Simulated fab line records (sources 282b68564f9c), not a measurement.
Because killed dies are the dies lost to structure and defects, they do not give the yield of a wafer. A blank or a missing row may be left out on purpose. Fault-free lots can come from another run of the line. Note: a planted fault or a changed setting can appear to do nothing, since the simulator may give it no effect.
Which tool was responsible?    flow ritCmos    14 lots, 42 wafers sampled, at 4 steps of a route of 202

WHAT EACH GAUGE READ, for each wafer
RIT_NLDD_TW_MEAS_10.
lot   measured     on            NLDD_TW
L328  day 2 21:37  filmMetro-03  2489 2508 2488
L329  day 3 00:29  filmMetro-03  2498 2499 2509
L331  day 3 13:09  filmMetro-03  2500 2504 2513
L332  day 3 15:13  filmMetro-04  2506 2501 2512
L333  day 4 02:07  filmMetro-02  2471 2461 2464
L334  day 4 04:23  filmMetro-02  2473 2459 2469
L335  day 4 06:57  filmMetro-04  2498 2500
L337  day 4 20:04  filmMetro-03  2484 2504
L338  day 5 01:07  filmMetro-04  2499 2509 2521
L342  day 5 18:32  filmMetro-04  2495 2498 2498
L344  day 6 02:41  filmMetro-03  2516 2516 2508
L348  day 7 03:31  filmMetro-03  2513 2501 2503
L350  day 7 10:28  filmMetro-02  2488 2484 2481
L351  day 7 18:55  filmMetro-03  2494 2519 2499

WHICH TOOL RAN EACH LOT (tool, then ch and the chambers of the sampled wafers, then the start)
lot   RIT_ACTIVE_STRIP_14                 RIT_NRETRO_STRIP_09                 RIT_GATE_ETCH_19
L328  plasmaAsher-03 ch 0,1, day 1 15:53  plasmaAsher-02 ch 1, day 2 07:56    rieSi-01 ch 1,2, day 2 16:53
L329  plasmaAsher-03 ch 0,1, day 1 20:52  plasmaAsher-01 ch 0,1, day 2 13:08  rieSi-02 ch 0,2, day 2 19:44
L331  plasmaAsher-03 ch 0,1, day 2 06:37  plasmaAsher-04 ch 0,1, day 3 00:18  rieSi-02 ch 0,2, day 3 07:04
L332  plasmaAsher-02 ch 0,1, day 2 11:31  plasmaAsher-01 ch 0,1, day 3 03:05  rieSi-01 ch 1,3, day 3 09:46
L333  plasmaAsher-03 ch 0,1, day 2 17:17  plasmaAsher-04 ch 0,1, day 3 11:29  rieSi-02 ch 0,2, day 3 21:15
L334  plasmaAsher-04 ch 0,1, day 2 20:50  plasmaAsher-04 ch 0,1, day 3 15:49  rieSi-01 ch 1,2,3, day 3 23:04
L335  plasmaAsher-04 ch 0,1, day 3 03:55  plasmaAsher-02 ch 0,1, day 3 18:25  rieSi-02 ch 1,2,3, day 4 01:19
L337  plasmaAsher-02 ch 0,1, day 3 12:02  plasmaAsher-01 ch 0,1, day 4 05:40  rieSi-02 ch 0,2,3, day 4 14:11
L338  plasmaAsher-03 ch 0,1, day 3 19:13  plasmaAsher-01 ch 0,1, day 4 10:47  rieSi-01 ch 1,2, day 4 20:08
L342  plasmaAsher-03 ch 0,1, day 4 13:52  plasmaAsher-04 ch 0,1, day 5 06:11  rieSi-01 ch 0,2,3, day 5 13:40
L344  plasmaAsher-02 ch 0,1, day 4 23:02  plasmaAsher-01 ch 0,1, day 5 14:43  rieSi-01 ch 0,2, day 5 21:19
L348  plasmaAsher-04 ch 0,1, day 5 18:58  plasmaAsher-02 ch 0,1, day 6 12:15  rieSi-01 ch 0,1,2, day 6 21:23
L350  plasmaAsher-04 ch 0,1, day 6 05:47  plasmaAsher-01 ch 0,1, day 6 20:53  rieSi-01 ch 2,3, day 7 04:58
L351  plasmaAsher-04 ch 0,1, day 6 09:54  plasmaAsher-02 ch 0,1, day 7 05:11  rieSi-02 ch 0,3, day 7 13:26
- RIT_ACTIVE_STRIP_14: strips in O2, time 180 s.
- RIT_NRETRO_STRIP_09: strips in O2, time 180 s.
- RIT_GATE_ETCH_19: etches poly-Si in SF6/CHF3/O2, stops on SiO2, time 165 s, target depth 312.5 nm.

WHAT THE TOOLS THEMSELVES READ (means of the sampled wafers that have a number; where no wafer has one, the mark that the record gives instead)
RIT_ACTIVE_STRIP_14.
lot   tool            drypumpMotorCurrentA (A)
L328  plasmaAsher-03  5.6
L329  plasmaAsher-03  5.6
L331  plasmaAsher-03  5.3
L332  plasmaAsher-02  5.9
L333  plasmaAsher-03  5.3
L334  plasmaAsher-04  5.5
L335  plasmaAsher-04  5.5
L337  plasmaAsher-02  6.0
L338  plasmaAsher-03  5.6
L342  plasmaAsher-03  5.6
L344  plasmaAsher-02  5.9
L348  plasmaAsher-04  5.5
L350  plasmaAsher-04  5.6
L351  plasmaAsher-04  5.6

RIT_NRETRO_STRIP_09.
lot   tool            drypumpMotorCurrentA (A)
L328  plasmaAsher-02  6.0
L329  plasmaAsher-01  5.0
L331  plasmaAsher-04  5.6
L332  plasmaAsher-01  5.2
L333  plasmaAsher-04  5.5
L334  plasmaAsher-04  5.5
L335  plasmaAsher-02  5.9
L337  plasmaAsher-01  5.2
L338  plasmaAsher-01  5.0
L342  plasmaAsher-04  5.6
L344  plasmaAsher-01  5.0
L348  plasmaAsher-02  6.0
L350  plasmaAsher-01  5.0
L351  plasmaAsher-02  6.0

RIT_GATE_ETCH_19.
lot   tool      drypumpMotorCurrentA (A)  oesProductAu (a.u.)  runLengthS (s)  throttleValvePct (%)
L328  rieSi-01  6.4                       0.841                193.1           10.09
L329  rieSi-02  5.7                       0.827                192.8           10.20
L331  rieSi-02  6.2                       0.829                192.9           10.36
L332  rieSi-01  5.9                       0.853                192.8           10.15
L333  rieSi-02  5.7                       0.830                193.0           10.20
L334  rieSi-01  6.2                       0.847                193.0           10.17
L335  rieSi-02  6.0                       0.884                179.7           10.40
L337  rieSi-02  5.8                       0.874                179.3           10.31
L338  rieSi-01  6.4                       0.851                193.1           10.19
L342  rieSi-01  6.1                       0.857                193.5           10.22
L344  rieSi-01  6.3                       0.843                193.4           10.26
L348  rieSi-01  6.3                       0.852                193.5           10.13
L350  rieSi-01  6.1                       0.854                193.3           10.28
L351  rieSi-02  5.4                       0.820                192.7           10.16

THE ANSWER, worked out from the rows above alone
Rule: what is usual is taken from the lots themselves. The widest of any qualifying gaps counts: lots, ordered by their means at a reading, are off when they make up no more than a third of the lots, leave a main group of 4 or more, and stand apart from it by 3 or more times the standard deviation of that group's means. A main group is skipped when, at the precision printed for the reading in the tables above, its means are all equal. A lot without any number at a reading at which 4 lots or more have one is off too. The other lots that the step has rows for count as sound. Order of review: gauges by route order, followed by the tools' own readings, for which a lot's mean as printed above is used. The first step at which some lot is off is used, and at that step the reading that is off furthest; a lot without a number counts as furthest.
Off, at RIT_GATE_ETCH_19 on runLengthS: L335, L337. For the main group the mean is 193.1 s and the standard deviation 0.27.
If a tool, at that step or one of the process steps before it, ran each lot that is off and ran no sound lot following the first of them, it fits. No candidate that was tried fits.

WHAT THE SIMULATOR PUT IN
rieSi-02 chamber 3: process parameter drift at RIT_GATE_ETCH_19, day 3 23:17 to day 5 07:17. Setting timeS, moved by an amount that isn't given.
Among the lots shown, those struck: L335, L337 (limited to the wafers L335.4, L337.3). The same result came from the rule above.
